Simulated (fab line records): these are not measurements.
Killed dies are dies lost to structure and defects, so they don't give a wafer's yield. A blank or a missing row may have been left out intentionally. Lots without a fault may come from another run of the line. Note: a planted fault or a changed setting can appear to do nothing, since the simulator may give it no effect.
Which tool did it? | flow ritCmos | Sampling: 6 lots, 18 wafers, 2 of 202 route steps

## WHAT THE GAUGES READ, wafer by wafer
RIT_ACTIVE_CD_MEAS_11: the cd target is 1400 nm.
lot  | measured    | on       | cdNm (nm)
L916 | day 1 20:44 | cdSem-01 | 1397.1 1395.5 1395.9
L919 | day 2 13:16 | cdSem-01 | 1399.0 1402.5 1400.1
L922 | day 3 02:09 | cdSem-01 | 1402.5 1401.7 1404.9
L926 | day 3 21:34 | cdSem-01 | 1552.1 1552.2 1551.2
L935 | day 5 18:42 | cdSem-01 | 1398.2 1397.0 1397.6
L937 | day 6 05:19 | cdSem-02 | 1404.0 1400.8 1403.2

## TOOL THAT RAN EACH LOT (tool first, then ch and the chambers of the sampled wafers, then the start)
lot  | RIT_ACTIVE_EXPOSE_08
L916 | ilineStepper-01 ch 0, day 1 20:20
L919 | ilineStepper-01 ch 0, day 2 12:52
L922 | ilineStepper-01 ch 0, day 3 01:45
L926 | ilineStepper-01 ch 0, day 3 21:10
L935 | ilineStepper-01 ch 0, day 5 18:18
L937 | ilineStepper-01 ch 0, day 6 04:55
- RIT_ACTIVE_EXPOSE_08: exposes mask M1, target cd 1400 nm.

## THE ANSWER, worked out from the rows above alone
Rule: what is usual is taken from the lots themselves. The widest of any qualifying gaps counts: lots, ordered by their means at a reading, are off when they make up no more than a third of the lots, leave a main group of 4 or more, and stand apart from it by 3 or more times the standard deviation of that group's means. Not used: any main group whose means are identical at the precision the tables above print for the reading. A lot without any number at a reading at which 4 lots or more have one is off too. All remaining lots with rows at the step are treated as sound.
Off at RIT_ACTIVE_CD_MEAS_11 (cdNm): L926. The main group: mean 1400.0 nm, standard deviation 2.7.
A tool fits if, at a process step before that reading, it ran every lot that is off, and no sound lot after the first of them. Those tools and the gauges at RIT_ACTIVE_CD_MEAS_11 are tried in the same way. No candidate that was tried fits.

## WHAT HAD BEEN PUT IN BY THE SIMULATOR
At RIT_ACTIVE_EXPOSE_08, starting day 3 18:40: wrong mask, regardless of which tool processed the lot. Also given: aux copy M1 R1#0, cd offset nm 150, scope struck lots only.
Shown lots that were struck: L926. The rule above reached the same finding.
